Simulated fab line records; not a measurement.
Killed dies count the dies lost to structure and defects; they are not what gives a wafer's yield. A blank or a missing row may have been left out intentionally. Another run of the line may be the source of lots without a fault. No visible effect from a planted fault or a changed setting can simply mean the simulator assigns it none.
Chamber matching -- flow berkeley-cmos170 -- 3 sister chambers for UCB170_SPACER_CVD_00 on pecvd-02
The step deposits SiO2 from TEOS/O2, target thk 376 nm, time 47 s. 6 wafers are shown with their chamber, then 7 later ones without.

== WAFERS WITH THEIR CHAMBER ==
wafer,chamber,heater-power-w (W),susceptor-temp-C (C)
L333.6,1,233,389.91
L340.3,0,237,389.82
L340.4,2,257,390.11
L340.6,1,222,390.03
L339.1,0,237,389.96
L339.3,2,279,390.32

== WAFERS MISSING THEIR CHAMBER ==
wafer,heater-power-w (W),susceptor-temp-C (C)
L339.5,287,390.36
L342.2,199,389.62
L342.3,268,389.75
L342.4,280,389.85
L343.2,203,390.26
L343.3,213,389.95
L343.4,240,390.08

== CHAMBER TAKEN BY EACH ==
wafer,from the rows above,in truth
L339.5,2,2
L342.2,can't be placed: 1 or 0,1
L342.3,can't be placed: 0 or 2 or 1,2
L342.4,can't be placed: 2 or 0 or 1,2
L343.2,can't be placed: 1 or 0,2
L343.3,can't be placed: 1 or 0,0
L343.4,can't be placed: 1 or 0 or 2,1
Correct placement for 1 of the 7. Can't be placed from these rows: 6 (the true chamber is among the candidates in 5). 0 placed wrongly.
How it was worked out, from the rows above alone: a wafer's distance from a chamber is the root of the sum, over the readings, of the square of ((its reading less the chamber's mean) divided by the reading's scatter). If the next closest chamber is less than 2 further off than the closest, the wafer can't be placed; otherwise it belongs to the closest. Each chamber's mean is taken over the wafers shown for it. The scatter: the root of (the sum of the squares of (reading less its chamber's mean) over the shown wafers, divided by (wafers less chambers)).
